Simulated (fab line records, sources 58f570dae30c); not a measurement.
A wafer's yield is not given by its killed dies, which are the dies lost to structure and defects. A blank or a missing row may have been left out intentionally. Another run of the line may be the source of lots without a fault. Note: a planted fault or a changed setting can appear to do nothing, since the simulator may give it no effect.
fab line records :: flow berkeley-cmos170 :: part 2 of 2: steps 26 to 35 of 35
[record]
  lots = 5
  wafers = 15
  last-day = 12
route steps=331 shown PWELL@38 WELLDRIVE@55 ACTIVE@60
lots with no fault: from the same line, run without faults
start-h: hours from the record's opening day to when the first of the lot's shown wafers began :: wait-h: hours from the lot's prior step to this one :: " the same as in the row above :: L1.1+2: a row that stands for several wafers :: - no value, or no start given :: * or withheld: withheld :: < > ~ a bound
route shown NAME@n: a module of which the file shows steps, and the number in the route of the first :: usual: average and standard deviation across the fault-free wafers :: same: alike in all rows :: chamber/n: place in a boat :: sites: per-site readings :: _std_site: standard deviation of those values :: _edge_site: outer sites' mean less inner sites' :: radius-mm: how far each site lies from the wafer's centre :: mask NAME#n: copy n :: behind: the most recent tool/chamber to have shaped the wafer :: hold: reason for holding the lot/hours on hold/outcome of the hold :: device: whichever transistor did not switch (one of n, p or np) :: end of line: the same wafers' tests at the end of the route :: a step given without rows: its recipe and nothing more :: killed: at the first sort, the dies lost to defects and structure; wafer yield is something else :: map: a wafer's dies, marking killed ones x, the rest . and places with no die _
set.NAME: the setting as run; set.NAME@STEP: as run at that earlier step :: model.NAME: the simulator's own value behind a step, which no gauge read
a table for each step, a row for each wafer; lots at some steps of the route
services: when a tool's chamber went out of use (start-h, in hours from the record's first day, below 0 if earlier), for how many hours, and the reason
[[steps]]
[step UCB170_ACTIVE_THK_MEAS_03]
[recipe]
  reads = SiO2_of_ACTIVE_OXIDATION_02
[usual]
  ACTIVE_OXIDE_THK = 26.5/0.55
lot.wafer: L075.1
tool: film-metro-03
chamber: -
start-h: 76.38
wait-h: 0.0
ACTIVE_OXIDE_THK[nm]: 27.4

lot.wafer: L075.3
tool: film-metro-03
chamber: -
start-h: 76.38
wait-h: 0.0
ACTIVE_OXIDE_THK[nm]: 27.6

lot.wafer: L075.5
tool: film-metro-03
chamber: -
start-h: 76.38
wait-h: 0.0
ACTIVE_OXIDE_THK[nm]: 27.3

lot.wafer: L091.4
tool: film-metro-02
chamber: -
start-h: 160.22
wait-h: 0.0
ACTIVE_OXIDE_THK[nm]: 27.3

lot.wafer: L091.5
tool: film-metro-02
chamber: -
start-h: 160.22
wait-h: 0.0
ACTIVE_OXIDE_THK[nm]: 27.0

lot.wafer: L091.6
tool: film-metro-02
chamber: -
start-h: 160.22
wait-h: 0.0
ACTIVE_OXIDE_THK[nm]: 27.3

lot.wafer: L093.2
tool: film-metro-03
chamber: -
start-h: 163.63
wait-h: 0.0
ACTIVE_OXIDE_THK[nm]: 27.9

lot.wafer: L093.3
tool: film-metro-03
chamber: -
start-h: 163.63
wait-h: 0.0
ACTIVE_OXIDE_THK[nm]: 27.5

lot.wafer: L093.6
tool: film-metro-03
chamber: -
start-h: 163.63
wait-h: 0.0
ACTIVE_OXIDE_THK[nm]: 27.7

lot.wafer: L096.1
tool: film-metro-01
chamber: -
start-h: 181.83
wait-h: 0.0
ACTIVE_OXIDE_THK[nm]: 26.6

lot.wafer: L096.5
tool: film-metro-01
chamber: -
start-h: 181.83
wait-h: 0.0
ACTIVE_OXIDE_THK[nm]: 26.2

lot.wafer: L096.6
tool: film-metro-01
chamber: -
start-h: 181.83
wait-h: 0.0
ACTIVE_OXIDE_THK[nm]: 26.3

lot.wafer: L097.3
tool: film-metro-01
chamber: -
start-h: 184.76
wait-h: 0.1
ACTIVE_OXIDE_THK[nm]: 25.6

lot.wafer: L097.4
tool: film-metro-01
chamber: -
start-h: 184.76
wait-h: 0.1
ACTIVE_OXIDE_THK[nm]: 25.1

lot.wafer: L097.6
tool: film-metro-01
chamber: -
start-h: 184.76
wait-h: 0.1
ACTIVE_OXIDE_THK[nm]: 25.5
[step UCB170_ACTIVE_ANNEAL_04]
[recipe]
  temp-c = 1000
  time-s = 900
  ambient = N2
[usual]
  tube-center-temp-C = 999.99/0.088
  zone-power-source-pct = 31.3/0.72
lot.wafer: L075.1
tool: furnace-03
chamber: 0
start-h: 78.33
wait-h: 1.9
tube-center-temp-C: 999.92
zone-power-source-pct: 31.5

lot.wafer: L075.3
tool: furnace-03
chamber: 0
start-h: 78.33
wait-h: 1.9
tube-center-temp-C: 999.92
zone-power-source-pct: 31.0

lot.wafer: L075.5
tool: furnace-03
chamber: 0
start-h: 78.33
wait-h: 1.9
tube-center-temp-C: 999.89
zone-power-source-pct: 31.5

lot.wafer: L091.4
tool: furnace-03
chamber: 0
start-h: 162.61
wait-h: 2.4
tube-center-temp-C: 999.97
zone-power-source-pct: 31.2

lot.wafer: L091.5
tool: furnace-03
chamber: 0
start-h: 162.61
wait-h: 2.4
tube-center-temp-C: 999.98
zone-power-source-pct: 31.5

lot.wafer: L091.6
tool: furnace-03
chamber: 0
start-h: 162.61
wait-h: 2.4
tube-center-temp-C: 1000.1
zone-power-source-pct: 31.6

lot.wafer: L093.2
tool: furnace-02
chamber: 0
start-h: 167.10
wait-h: 3.5
tube-center-temp-C: 999.92
zone-power-source-pct: 31.6

lot.wafer: L093.3
tool: furnace-02
chamber: 0
start-h: 167.10
wait-h: 3.5
tube-center-temp-C: 1000.1
zone-power-source-pct: 30.9

lot.wafer: L093.6
tool: furnace-02
chamber: 0
start-h: 167.10
wait-h: 3.5
tube-center-temp-C: 1000.1
zone-power-source-pct: 31.4

lot.wafer: L096.1
tool: furnace-03
chamber: 0
start-h: 184.68
wait-h: 2.8
tube-center-temp-C: 1000.1
zone-power-source-pct: 31.9

lot.wafer: L096.5
tool: furnace-03
chamber: 0
start-h: 184.68
wait-h: 2.8
tube-center-temp-C: 999.93
zone-power-source-pct: 32.0

lot.wafer: L096.6
tool: furnace-03
chamber: 0
start-h: 184.68
wait-h: 2.8
tube-center-temp-C: 1000
zone-power-source-pct: 31.3

lot.wafer: L097.3
tool: furnace-03
chamber: 0
start-h: 187.43
wait-h: 2.7
tube-center-temp-C: 999.87
zone-power-source-pct: 31.5

lot.wafer: L097.4
tool: furnace-03
chamber: 0
start-h: 187.43
wait-h: 2.7
tube-center-temp-C: 999.86
zone-power-source-pct: 31.7

lot.wafer: L097.6
tool: furnace-03
chamber: 0
start-h: 187.43
wait-h: 2.7
tube-center-temp-C: 1000.1
zone-power-source-pct: 31.2
[step UCB170_ACTIVE_CVD_05]
[recipe]
  material = Si3N4
  target-thk-nm = 220
  temp-c = 800
  precursor = SiH2Cl2/NH3
  time-s = 3300
  pressure-mtorr = 200
  sih2cl2-flow-sccm = 25
  nh3-flow-sccm = 75
[usual]
  nh3-flow-sccm = 74.96/0.22
  sih2cl2-flow-sccm = 25.00/0.078
  zone-power-source-pct = 22.6/1.4
lot.wafer: L075.1
tool: lpcvd-01
chamber: 1
start-h: 79.58
wait-h: 0.0
nh3-flow-sccm: 74.83
sih2cl2-flow-sccm: 24.90
zone-power-source-pct: 22.1

lot.wafer: L075.3
tool: lpcvd-01
chamber: 1
start-h: 79.58
wait-h: 0.0
nh3-flow-sccm: 74.73
sih2cl2-flow-sccm: 25.07
zone-power-source-pct: 22.2

lot.wafer: L075.5
tool: lpcvd-01
chamber: 1
start-h: 79.58
wait-h: 0.0
nh3-flow-sccm: 75.00
sih2cl2-flow-sccm: 24.99
zone-power-source-pct: 22.3

lot.wafer: L091.4
tool: lpcvd-02
chamber: 0
start-h: 164.21
wait-h: 0.3
nh3-flow-sccm: 75.34
sih2cl2-flow-sccm: 25.04
zone-power-source-pct: 19.9

lot.wafer: L091.5
tool: lpcvd-02
chamber: 0
start-h: 164.21
wait-h: 0.3
nh3-flow-sccm: 75.41
sih2cl2-flow-sccm: 25.01
zone-power-source-pct: 19.9

lot.wafer: L091.6
tool: lpcvd-02
chamber: 0
start-h: 164.21
wait-h: 0.3
nh3-flow-sccm: 75.24
sih2cl2-flow-sccm: 25.02
zone-power-source-pct: 20.0

lot.wafer: L093.2
tool: lpcvd-01
chamber: 0
start-h: 168.35
wait-h: 0.0
nh3-flow-sccm: 74.82
sih2cl2-flow-sccm: 25.03
zone-power-source-pct: 24.8

lot.wafer: L093.3
tool: lpcvd-01
chamber: 0
start-h: 168.35
wait-h: 0.0
nh3-flow-sccm: 74.68
sih2cl2-flow-sccm: 25.03
zone-power-source-pct: 24.5

lot.wafer: L093.6
tool: lpcvd-01
chamber: 0
start-h: 168.35
wait-h: 0.0
nh3-flow-sccm: 74.36
sih2cl2-flow-sccm: 25.13
zone-power-source-pct: 25.4

lot.wafer: L096.1
tool: lpcvd-02
chamber: 1
start-h: 186.68
wait-h: 0.8
nh3-flow-sccm: 74.60
sih2cl2-flow-sccm: 25.08
zone-power-source-pct: 21.9

lot.wafer: L096.5
tool: lpcvd-02
chamber: 1
start-h: 186.68
wait-h: 0.8
nh3-flow-sccm: 74.81
sih2cl2-flow-sccm: 25.09
zone-power-source-pct: 22.5

lot.wafer: L096.6
tool: lpcvd-02
chamber: 1
start-h: 186.68
wait-h: 0.8
nh3-flow-sccm: 74.55
sih2cl2-flow-sccm: 24.97
zone-power-source-pct: 22.3

lot.wafer: L097.3
tool: lpcvd-01
chamber: 1
start-h: 188.86
wait-h: 0.2
nh3-flow-sccm: 75.09
sih2cl2-flow-sccm: 25.01
zone-power-source-pct: 22.6

lot.wafer: L097.4
tool: lpcvd-01
chamber: 1
start-h: 188.86
wait-h: 0.2
nh3-flow-sccm: 75.17
sih2cl2-flow-sccm: 24.95
zone-power-source-pct: 22.8

lot.wafer: L097.6
tool: lpcvd-01
chamber: 1
start-h: 188.86
wait-h: 0.2
nh3-flow-sccm: 75.20
sih2cl2-flow-sccm: 24.88
zone-power-source-pct: 22.2
[step UCB170_ACTIVE_THK_MEAS_06]
[recipe]
  reads = Si3N4_of_ACTIVE_CVD_05
[usual]
  ACTIVE_NITRIDE_THK = 220.4/2.1
lot.wafer: L075.1
tool: film-metro-02
chamber: -
start-h: 81.50
wait-h: 0.0
ACTIVE_NITRIDE_THK[nm]: 219.3

lot.wafer: L075.3
tool: film-metro-02
chamber: -
start-h: 81.50
wait-h: 0.0
ACTIVE_NITRIDE_THK[nm]: 219.1

lot.wafer: L075.5
tool: film-metro-02
chamber: -
start-h: 81.50
wait-h: 0.0
ACTIVE_NITRIDE_THK[nm]: 219.1

lot.wafer: L091.4
tool: film-metro-01
chamber: -
start-h: 166.15
wait-h: 0.0
ACTIVE_NITRIDE_THK[nm]: 223.5

lot.wafer: L091.5
tool: film-metro-01
chamber: -
start-h: 166.15
wait-h: 0.0
ACTIVE_NITRIDE_THK[nm]: 220.3

lot.wafer: L091.6
tool: film-metro-01
chamber: -
start-h: 166.15
wait-h: 0.0
ACTIVE_NITRIDE_THK[nm]: 221.7

lot.wafer: L093.2
tool: film-metro-01
chamber: -
start-h: 170.28
wait-h: 0.0
ACTIVE_NITRIDE_THK[nm]: 219.1

lot.wafer: L093.3
tool: film-metro-01
chamber: -
start-h: 170.28
wait-h: 0.0
ACTIVE_NITRIDE_THK[nm]: 219.0

lot.wafer: L093.6
tool: film-metro-01
chamber: -
start-h: 170.28
wait-h: 0.0
ACTIVE_NITRIDE_THK[nm]: 218.8

lot.wafer: L096.1
tool: film-metro-01
chamber: -
start-h: 188.60
wait-h: 0.0
ACTIVE_NITRIDE_THK[nm]: 225.7

lot.wafer: L096.5
tool: film-metro-01
chamber: -
start-h: 188.60
wait-h: 0.0
ACTIVE_NITRIDE_THK[nm]: 222.4

lot.wafer: L096.6
tool: film-metro-01
chamber: -
start-h: 188.60
wait-h: 0.0
ACTIVE_NITRIDE_THK[nm]: 225.5

lot.wafer: L097.3
tool: film-metro-01
chamber: -
start-h: 190.79
wait-h: 0.0
ACTIVE_NITRIDE_THK[nm]: 218.9

lot.wafer: L097.4
tool: film-metro-01
chamber: -
start-h: 190.79
wait-h: 0.0
ACTIVE_NITRIDE_THK[nm]: 224.1

lot.wafer: L097.6
tool: film-metro-01
chamber: -
start-h: 190.79
wait-h: 0.0
ACTIVE_NITRIDE_THK[nm]: 221.8
[step UCB170_ACTIVE_HMDS_07]
[recipe]
  prime-time-s = 60
  prime-temp-c = 100
[usual]
  exhaust-pa = 44.8/0.89
  prime-temp-c = 100.05/0.14
lot.wafer: L075.1
tool: litho-track-01
chamber: 0
start-h: 81.82
wait-h: 0.3
exhaust-pa: 44.8
prime-temp-c: 99.97

lot.wafer: L075.3
tool: litho-track-01
chamber: 0
start-h: 81.82
wait-h: 0.3
exhaust-pa: 45.8
prime-temp-c: 99.88

lot.wafer: L075.5
tool: litho-track-01
chamber: 0
start-h: 81.82
wait-h: 0.3
exhaust-pa: 44.7
prime-temp-c: 99.91

lot.wafer: L091.4
tool: litho-track-02
chamber: 0
start-h: 166.26
wait-h: 0.1
exhaust-pa: 44.9
prime-temp-c: 100.07

lot.wafer: L091.5
tool: litho-track-02
chamber: 0
start-h: 166.26
wait-h: 0.1
exhaust-pa: 44.9
prime-temp-c: 100.17

lot.wafer: L091.6
tool: litho-track-02
chamber: 0
start-h: 166.26
wait-h: 0.1
exhaust-pa: 44.7
prime-temp-c: 100.12

lot.wafer: L093.2
tool: litho-track-04
chamber: 0
start-h: 170.42
wait-h: 0.1
exhaust-pa: 44.8
prime-temp-c: 100.19

lot.wafer: L093.3
tool: litho-track-04
chamber: 0
start-h: 170.42
wait-h: 0.1
exhaust-pa: 43.1
prime-temp-c: 99.98

lot.wafer: L093.6
tool: litho-track-04
chamber: 0
start-h: 170.42
wait-h: 0.1
exhaust-pa: 44.5
prime-temp-c: 100.03

lot.wafer: L096.1
tool: litho-track-04
chamber: 0
start-h: 188.86
wait-h: 0.3
exhaust-pa: 43.7
prime-temp-c: 100.17

lot.wafer: L096.5
tool: litho-track-04
chamber: 0
start-h: 188.86
wait-h: 0.3
exhaust-pa: 44.6
prime-temp-c: 100.31

lot.wafer: L096.6
tool: litho-track-04
chamber: 0
start-h: 188.86
wait-h: 0.3
exhaust-pa: 44.0
prime-temp-c: 100.24

lot.wafer: L097.3
tool: litho-track-02
chamber: 0
start-h: 191.06
wait-h: 0.3
exhaust-pa: 45.6
prime-temp-c: 100.20

lot.wafer: L097.4
tool: litho-track-02
chamber: 0
start-h: 191.06
wait-h: 0.3
exhaust-pa: 44.9
prime-temp-c: 100.17

lot.wafer: L097.6
tool: litho-track-02
chamber: 0
start-h: 191.06
wait-h: 0.3
exhaust-pa: 45.1
prime-temp-c: 100.16
[step UCB170_ACTIVE_COAT_08]
[recipe]
  resist = KrF
  spin-rpm = 1500
  resist-thk-nm = 900
[usual]
  exhaust-pa = 45.0/0.79
lot.wafer: L075.1
tool: litho-track-01
chamber: 0
start-h: 81.97
wait-h: 0.1
exhaust-pa: 45.3

lot.wafer: L075.3
tool: litho-track-01
chamber: 0
start-h: 81.97
wait-h: 0.1
exhaust-pa: 46.0

lot.wafer: L075.5
tool: litho-track-01
chamber: 0
start-h: 81.97
wait-h: 0.1
exhaust-pa: 45.0

lot.wafer: L091.4
tool: litho-track-02
chamber: 0
start-h: 166.41
wait-h: 0.1
exhaust-pa: 44.7

lot.wafer: L091.5
tool: litho-track-02
chamber: 0
start-h: 166.41
wait-h: 0.1
exhaust-pa: 44.7

lot.wafer: L091.6
tool: litho-track-02
chamber: 0
start-h: 166.41
wait-h: 0.1
exhaust-pa: 44.1

lot.wafer: L093.2
tool: litho-track-04
chamber: 0
start-h: 170.57
wait-h: 0.1
exhaust-pa: 44.4

lot.wafer: L093.3
tool: litho-track-04
chamber: 0
start-h: 170.57
wait-h: 0.1
exhaust-pa: 44.6

lot.wafer: L093.6
tool: litho-track-04
chamber: 0
start-h: 170.57
wait-h: 0.1
exhaust-pa: 45.0

lot.wafer: L096.1
tool: litho-track-04
chamber: 0
start-h: 189.01
wait-h: 0.1
exhaust-pa: 45.6

lot.wafer: L096.5
tool: litho-track-04
chamber: 0
start-h: 189.01
wait-h: 0.1
exhaust-pa: 45.8

lot.wafer: L096.6
tool: litho-track-04
chamber: 0
start-h: 189.01
wait-h: 0.1
exhaust-pa: 46.6

lot.wafer: L097.3
tool: litho-track-02
chamber: 0
start-h: 191.21
wait-h: 0.1
exhaust-pa: 44.3

lot.wafer: L097.4
tool: litho-track-02
chamber: 0
start-h: 191.21
wait-h: 0.1
exhaust-pa: 44.2

lot.wafer: L097.6
tool: litho-track-02
chamber: 0
start-h: 191.21
wait-h: 0.1
exhaust-pa: 44.7
[step UCB170_ACTIVE_SOFTBAKE_09]
[recipe]
  resist = KrF
  temp-c = 130
  time-s = 60
[usual]
  exhaust-pa = 45.0/0.89
lot.wafer: L075.1
tool: litho-track-01
chamber: 0
start-h: 82.12
wait-h: 0.1
exhaust-pa: 45.5

lot.wafer: L075.3
tool: litho-track-01
chamber: 0
start-h: 82.12
wait-h: 0.1
exhaust-pa: 43.7

lot.wafer: L075.5
tool: litho-track-01
chamber: 0
start-h: 82.12
wait-h: 0.1
exhaust-pa: 45.5

lot.wafer: L091.4
tool: litho-track-02
chamber: 0
start-h: 166.56
wait-h: 0.1
exhaust-pa: 46.6

lot.wafer: L091.5
tool: litho-track-02
chamber: 0
start-h: 166.56
wait-h: 0.1
exhaust-pa: 45.2

lot.wafer: L091.6
tool: litho-track-02
chamber: 0
start-h: 166.56
wait-h: 0.1
exhaust-pa: 45.0

lot.wafer: L093.2
tool: litho-track-04
chamber: 0
start-h: 170.72
wait-h: 0.1
exhaust-pa: 44.1

lot.wafer: L093.3
tool: litho-track-04
chamber: 0
start-h: 170.72
wait-h: 0.1
exhaust-pa: 45.5

lot.wafer: L093.6
tool: litho-track-04
chamber: 0
start-h: 170.72
wait-h: 0.1
exhaust-pa: 44.8

lot.wafer: L096.1
tool: litho-track-04
chamber: 0
start-h: 189.16
wait-h: 0.1
exhaust-pa: 45.7

lot.wafer: L096.5
tool: litho-track-04
chamber: 0
start-h: 189.16
wait-h: 0.1
exhaust-pa: 45.2

lot.wafer: L096.6
tool: litho-track-04
chamber: 0
start-h: 189.16
wait-h: 0.1
exhaust-pa: 45.7

lot.wafer: L097.3
tool: litho-track-02
chamber: 0
start-h: 191.36
wait-h: 0.1
exhaust-pa: 44.7

lot.wafer: L097.4
tool: litho-track-02
chamber: 0
start-h: 191.36
wait-h: 0.1
exhaust-pa: 46.1

lot.wafer: L097.6
tool: litho-track-02
chamber: 0
start-h: 191.36
wait-h: 0.1
exhaust-pa: 45.2
[step UCB170_ACTIVE_EXPOSE_10]
[recipe]
  mask-id = ACTIVE
  target-cd-nm = 1200
  na = 0.5
  sigma-outer = 0.6
  source-shape = conventional
  dose-mj = 20
lot.wafer: L075.1+3+5
tool: krf-scanner-01
chamber: 0
start-h: 82.57
wait-h: 0.4
mask: ACTIVE#0

lot.wafer: L091.4+5+6
tool: krf-scanner-02
chamber: 0
start-h: 166.93
wait-h: 0.3
mask: ACTIVE#0

lot.wafer: L093.2+3+6
tool: krf-scanner-02
chamber: 0
start-h: 170.86
wait-h: 0.1
mask: ACTIVE#0

lot.wafer: L096.1+5+6
tool: krf-scanner-01
chamber: 0
start-h: 189.44
wait-h: 0.2
mask: ACTIVE#0

lot.wafer: L097.3+4+6
tool: krf-scanner-01
chamber: 0
start-h: 191.69
wait-h: 0.3
mask: ACTIVE#0
[step UCB170_ACTIVE_PEB_11]
[recipe]
  peb-temp-c = 130
  peb-time-s = withheld
  resist = KrF
[usual]
  exhaust-pa = 45.0/0.99
lot.wafer: L075.1
tool: litho-track-01
chamber: 0
start-h: 83.17
wait-h: 0.6
exhaust-pa: 44.9

lot.wafer: L075.3
tool: litho-track-01
chamber: 0
start-h: 83.17
wait-h: 0.6
exhaust-pa: 43.6

lot.wafer: L075.5
tool: litho-track-01
chamber: 0
start-h: 83.17
wait-h: 0.6
exhaust-pa: 44.4

lot.wafer: L091.4
tool: litho-track-04
chamber: 0
start-h: 167.64
wait-h: 0.7
exhaust-pa: 43.2

lot.wafer: L091.5
tool: litho-track-04
chamber: 0
start-h: 167.64
wait-h: 0.7
exhaust-pa: 43.9

lot.wafer: L091.6
tool: litho-track-04
chamber: 0
start-h: 167.64
wait-h: 0.7
exhaust-pa: 45.2

lot.wafer: L093.2
tool: litho-track-02
chamber: 0
start-h: 171.57
wait-h: 0.7
exhaust-pa: 44.8

lot.wafer: L093.3
tool: litho-track-02
chamber: 0
start-h: 171.57
wait-h: 0.7
exhaust-pa: 45.2

lot.wafer: L093.6
tool: litho-track-02
chamber: 0
start-h: 171.57
wait-h: 0.7
exhaust-pa: 45.9

lot.wafer: L096.1
tool: litho-track-02
chamber: 0
start-h: 189.56
wait-h: 0.1
exhaust-pa: 44.8

lot.wafer: L096.5
tool: litho-track-02
chamber: 0
start-h: 189.56
wait-h: 0.1
exhaust-pa: 44.0

lot.wafer: L096.6
tool: litho-track-02
chamber: 0
start-h: 189.56
wait-h: 0.1
exhaust-pa: 46.0

lot.wafer: L097.3
tool: litho-track-01
chamber: 0
start-h: 192.06
wait-h: 0.4
exhaust-pa: 45.0

lot.wafer: L097.4
tool: litho-track-01
chamber: 0
start-h: 192.06
wait-h: 0.4
exhaust-pa: 43.6

lot.wafer: L097.6
tool: litho-track-01
chamber: 0
start-h: 192.06
wait-h: 0.4
exhaust-pa: 45.9
[step UCB170_ACTIVE_DEVELOP_12]
[recipe]
  developer = TMAH
  develop-time-s = 45
  resist = KrF
  dev-temp-c = 21
[usual]
  exhaust-pa = 45.0/0.91
lot.wafer: L075.1
tool: litho-track-01
chamber: 0
start-h: -
wait-h: -
exhaust-pa: 46.4

lot.wafer: L075.3
tool: litho-track-01
chamber: 0
start-h: -
wait-h: -
exhaust-pa: 47.0

lot.wafer: L075.5
tool: litho-track-01
chamber: 0
start-h: -
wait-h: -
exhaust-pa: 46.2

lot.wafer: L091.4
tool: litho-track-04
chamber: 0
start-h: -
wait-h: -
exhaust-pa: 45.5

lot.wafer: L091.5
tool: litho-track-04
chamber: 0
start-h: -
wait-h: -
exhaust-pa: 44.8

lot.wafer: L091.6
tool: litho-track-04
chamber: 0
start-h: -
wait-h: -
exhaust-pa: 42.8

lot.wafer: L093.2
tool: litho-track-02
chamber: 0
start-h: -
wait-h: -
exhaust-pa: 46.1

lot.wafer: L093.3
tool: litho-track-02
chamber: 0
start-h: -
wait-h: -
exhaust-pa: 45.7

lot.wafer: L093.6
tool: litho-track-02
chamber: 0
start-h: -
wait-h: -
exhaust-pa: 46.1

lot.wafer: L096.1
tool: litho-track-02
chamber: 0
start-h: -
wait-h: -
exhaust-pa: 44.1

lot.wafer: L096.5
tool: litho-track-02
chamber: 0
start-h: -
wait-h: -
exhaust-pa: 43.5

lot.wafer: L096.6
tool: litho-track-02
chamber: 0
start-h: -
wait-h: -
exhaust-pa: 45.3

lot.wafer: L097.3
tool: litho-track-01
chamber: 0
start-h: -
wait-h: -
exhaust-pa: 44.1

lot.wafer: L097.4
tool: litho-track-01
chamber: 0
start-h: -
wait-h: -
exhaust-pa: 43.8

lot.wafer: L097.6
tool: litho-track-01
chamber: 0
start-h: -
wait-h: -
exhaust-pa: 44.6
[[services]]
tool: implanter-04
chamber: -
start-h: 23.82
hours: 3.5
kind: pm

tool: wet-bench-04
chamber: -
start-h: 25.96
hours: 0.6
kind: repair

tool: krf-scanner-02
chamber: -
start-h: 37.24
hours: 1.0
kind: pm

tool: implanter-01
chamber: -
start-h: 40.70
hours: 2.2
kind: repair

tool: implanter-01
chamber: -
start-h: 42.95
hours: 4.5
kind: pm

tool: implanter-01
chamber: -
start-h: 53.25
hours: 0.5
kind: repair

tool: plasma-asher-03
chamber: -
start-h: 53.98
hours: 3.3
kind: repair

tool: krf-scanner-01
chamber: -
start-h: 54.30
hours: 4.4
kind: pm

tool: furnace-02
chamber: -
start-h: 57.96
hours: 4.7
kind: pm

tool: furnace-04
chamber: -
start-h: 58.01
hours: 4.1
kind: repair

tool: krf-scanner-01
chamber: -
start-h: 71.10
hours: 1.3
kind: pm

tool: krf-scanner-02
chamber: -
start-h: 77.29
hours: 0.8
kind: pm

tool: rie-diel-01
chamber: 2
start-h: 92.15
hours: 2.1
kind: repair

tool: plasma-asher-03
chamber: -
start-h: 108.75
hours: 9.0
kind: pm

tool: implanter-04
chamber: -
start-h: 115.89
hours: 1.3
kind: repair

tool: furnace-03
chamber: -
start-h: 120.48
hours: 3.4
kind: pm

tool: krf-scanner-02
chamber: -
start-h: 126.22
hours: 1.3
kind: pm

tool: furnace-01
chamber: -
start-h: 134.55
hours: 3.6
kind: pm

tool: implanter-01
chamber: -
start-h: 146.35
hours: 3.1
kind: pm

tool: rie-diel-01
chamber: 1
start-h: 154.09
hours: 1.5
kind: repair

tool: krf-scanner-01
chamber: -
start-h: 157.78
hours: 1.0
kind: pm

tool: krf-scanner-01
chamber: -
start-h: 176.48
hours: 0.8
kind: pm

tool: furnace-02
chamber: -
start-h: 186.82
hours: 4.9
kind: pm

tool: rie-diel-01
chamber: 3
start-h: 187.78
hours: 7.5
kind: repair
